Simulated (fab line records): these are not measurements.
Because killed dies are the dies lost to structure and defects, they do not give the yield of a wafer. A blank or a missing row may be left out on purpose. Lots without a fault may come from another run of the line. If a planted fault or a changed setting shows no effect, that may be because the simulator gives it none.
One fault through the eyes of 2 desks | flow ritCmos | each desk holds nothing but its own numbers, with what lay behind them at the end

DESK OF THE TOOL OWNER: rieSi-01
The tool's own readings at RIT_GATE_ETCH_19 (etches poly-Si in SF6/CHF3/O2, stops on SiO2, time 165 s, target depth 312.5 nm): means of the sampled wafers that have a number, for each lot that ran on this tool. A lot is out of limits, marked OUT, if its mean lies more than 4 standard deviations from the usual mean; the brackets give that distance.
Columns: A = drypumpMotorCurrentA at RIT_GATE_ETCH_19, usual 5.5 A; B = oesProductAu at RIT_GATE_ETCH_19, usual 0.845 a.u.; C = throttleValvePct at RIT_GATE_ETCH_19, usual 10.24 %
lot  | first seen here | A   | B     | C
L240 | day 4 00:11     | 5.6 | 0.854 | 10.21
L248 | day 5 10:05     | 5.8 | 0.892 | 10.26
This desk's finding: nothing out of limits on any of the 2 lots.

THE METROLOGY DESK
Means of the sampled wafers that have a number, per lot and without regard to the tool the lot ran on: this is what the gauges read. A lot is out of limits, marked OUT, if its mean lies more than 4 standard deviations from the usual mean; the brackets give that distance.
Columns: A = GATE_OXIDE_THK at RIT_GATE_THK_MEAS_07, usual 2.97 nm; B = GATE_POLY_THK at RIT_GATE_THK_MEAS_09, usual 248.8 nm; C = cdNm at RIT_GATE_CD_MEAS_16, usual 148.7 nm; D = GATE_OVL at RIT_GATE_OVL_MEAS_17, usual -1.2 nm
lot  | first seen here | A    | B     | C     | D
L239 | day 3 18:16     | 2.92 | 247.9 | 152.0 | -2.7
L240 | day 3 21:11     | 2.88 | 248.3 | 150.2 | -1.1
L248 | day 5 07:11     | 2.94 | 250.6 | 151.1 | -1.3
L253 | day 6 06:07     | 2.95 | 251.5 | 145.3 | -1.1
L255 | day 6 18:34     | 2.92 | 249.3 | 152.2 | 0.1
This desk's finding: nothing out of limits on any of the 5 lots.

ALL TOGETHER
Nothing out of limits was seen by the tool owner's desk.
At the metrology desk, nothing out of limits was observed.

WHAT THE SIMULATOR HAD INSERTED
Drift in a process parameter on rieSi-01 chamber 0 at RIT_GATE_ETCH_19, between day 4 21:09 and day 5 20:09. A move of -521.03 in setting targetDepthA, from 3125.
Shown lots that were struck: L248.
